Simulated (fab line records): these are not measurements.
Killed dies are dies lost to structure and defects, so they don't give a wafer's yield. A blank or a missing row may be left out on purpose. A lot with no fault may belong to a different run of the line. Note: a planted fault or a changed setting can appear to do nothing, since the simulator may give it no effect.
Comparing a struck lot with a sound one + flow rit_cmos + 27 steps out of a route of 202
Sound: the wafers L511.2, L511.4, L511.6. The struck wafers were L524.2, L524.4, L524.5. The cause is given at the end.
For every step that has rows: the tool of each side, followed by ch and its chambers, followed by its first start. Under that, the readings that differ: sound wafers + struck wafers + difference of the means + sigmas: that difference in standard deviations of wafers without a fault.
alike: readings whose means differ by less than 2 such deviations, and words and numbers that are the same on both sides. not compared: withheld readings, readings that some wafer has no value for, bounds like >300 that may hide the same value, and numbers for which the record gives no deviation and whose values overlap.
A row with sigmas, a row that says differs or no value, or rows on one side alone: a step with any of these is where the two part. Numbers that have no deviation but don't overlap get no sigmas and don't part them. A reading that every wafer of one side lacks parts them only if that side has two wafers or more.

first, 4 steps without rows for these wafers: RIT_CONTACT_SOFTBAKE_04 (time 60 s); RIT_CONTACT_EXPOSE_05 (exposes mask M11, target cd 1000 nm); RIT_CONTACT_PEB_06; RIT_CONTACT_DEVELOP_07 (develop time 120 s).
RIT_CONTACT_CD_MEAS_08 targets a cd of 1000 nm.
  sound: cd_sem-01 at day 4 11:22; struck: cd_sem-02 at day 7 04:52
  alike: cd_nm
RIT_CONTACT_OVL_MEAS_09:
  sound: overlay-02 at day 4 11:28; struck: overlay-02 at day 7 04:58
  alike: CONTACT_OVL
then, 1 step without rows for these wafers: RIT_CONTACT_HARDBAKE_10 (time 60 s).
RIT_CONTACT_ETCH_11: etches SiO2 in CHF3/CF4/Ar, stops on TiSi2, target depth 480 nm, time 320 s.
  sound on rie_diel-01 ch 0,2,3, day 4 11:39; struck on rie_diel-03 ch 1,3, day 7 05:09
  alike: drypump_motor_current_A, oes_product_au, throttle_valve_pct
  not compared: rf_hours_counter_h
RIT_CONTACT_STRIP_12: strips in O2, time 180 s.
  sound on plasma_asher-02 ch 0,1, day 4 11:51; struck on plasma_asher-04 ch 0,1, day 7 05:21
  alike: drypump_motor_current_A
  not compared: rf_hours_counter_h
RIT_CONTACT_CD_MEAS_90 targets a cd of 1000 nm.
  sound: cd_sem-01 at day 4 12:02; struck: cd_sem-01 at day 7 05:32
  alike: cd_nm
then, 2 steps without rows for these wafers: RIT_CONTACT_CLEAN_13 (cleans in SC1, time 600 s); RIT_CONTACT_CLEAN_14 (cleans in SC2, time 600 s).
RIT_M1_SPUTTER_00: material Al, target thk 400 nm, time 500 s.
  sound: pvd_sputter-03 at day 4 12:40; struck: pvd_sputter-02 at day 7 06:01
| reading                               | sound             | struck            | difference | sigmas |
|---------------------------------------|-------------------|-------------------|------------|--------|
| model.Al_of_M1_SPUTTER_00.thk_nm (nm) | 404.3 403.7 398.5 | 455.2 441.3 447.7 | +45.9      |        |
  alike: cathode_dc_power_W, throttle_valve_pct
RIT_M1_RS_MEAS_01: a four-point-probe measurement.
  sound: film_metro-01 at day 4 12:59; struck: film_metro-03 at day 7 06:19
| reading           | sound                | struck               | difference | sigmas |
|-------------------|----------------------|----------------------|------------|--------|
| M1_AL_RS (ohm/sq) | 0.0726 0.0728 0.0736 | 0.0644 0.0664 0.0654 | -0.0076    | -7     |
RIT_M1_THK_MEAS_02: measures by xrf.
  sound: film_metro-01 at day 4 13:05; struck: film_metro-03 at day 7 06:26
| reading        | sound       | struck      | difference | sigmas |
|----------------|-------------|-------------|------------|--------|
| M1_AL_THK (nm) | 401 402 397 | 452 437 446 | +45        | +7     |
then, 6 steps without rows for these wafers: RIT_M1_HMDS_03 (prime time 60 s); RIT_M1_COAT_04 (resist thk 1300 nm); RIT_M1_SOFTBAKE_05 (time 60 s); RIT_M1_EXPOSE_06 (exposes mask M12, target cd 2600 nm); RIT_M1_PEB_07; RIT_M1_DEVELOP_08 (develop time 68 s).
RIT_M1_CD_MEAS_09 targets a cd of 2600 nm.
  sound: cd_sem-02 at day 4 14:10; struck: cd_sem-02 at day 7 07:28
  alike: cd_nm
RIT_M1_OVL_MEAS_10:
  sound: overlay-02 at day 4 14:16; struck: overlay-01 at day 7 07:34
  alike: M1_OVL
then, 1 step without rows for these wafers: RIT_M1_HARDBAKE_11 (time 120 s).
RIT_M1_METAL_ETCH_12: etches Al in Cl2/BCl3, stops on SiO2, time 165 s, target depth 600 nm.
  sound on rie_metal-02 ch 0,1, day 4 14:33; struck on rie_metal-04 ch 0, day 7 07:51
| reading                | sound             | struck            | difference | sigmas |
|------------------------|-------------------|-------------------|------------|--------|
| oes_product_au (a.u.)  | 0.767 0.778 0.777 | 0.830 0.821 0.820 | +0.050     | +6     |
| throttle_valve_pct (%) | 8.37 8.27 8.26    | 8.54 8.55 8.54    | +0.24      | +2     |
  alike: drypump_motor_current_A
  not compared: rf_hours_counter_h
then, 1 step without rows for these wafers: RIT_M1_STRIP_13 (strips in nmp, time 600 s).
RIT_M1_PROBE_99:
  sound: prober-02 at day 4 16:52; struck: prober-01 at day 7 10:56
| reading                  | sound                  | struck                  | difference | sigmas |
|--------------------------|------------------------|-------------------------|------------|--------|
| model.etest.m1.rs_ohm_sq | 0.0718 0.07168 0.07304 | 0.06355 0.06594 0.06528 | -0.00725   |        |
  alike: defect_limited_yield, killed_at_contacts, killed_at_front_end, killed_dies, killed_open, killed_short, sort_bin_3_pad_short, sort_bin_5_function, sort_bin_6_memory, sort_n_pass, sort_yield_pct

== WHERE THEY PART ==
Last at RIT_M1_METAL_ETCH_12 as far as this record goes, first at RIT_M1_RS_MEAS_01. Later steps at which nothing parts them and some readings are alike: RIT_M1_PROBE_99.

WHY: what had been put in by the simulator
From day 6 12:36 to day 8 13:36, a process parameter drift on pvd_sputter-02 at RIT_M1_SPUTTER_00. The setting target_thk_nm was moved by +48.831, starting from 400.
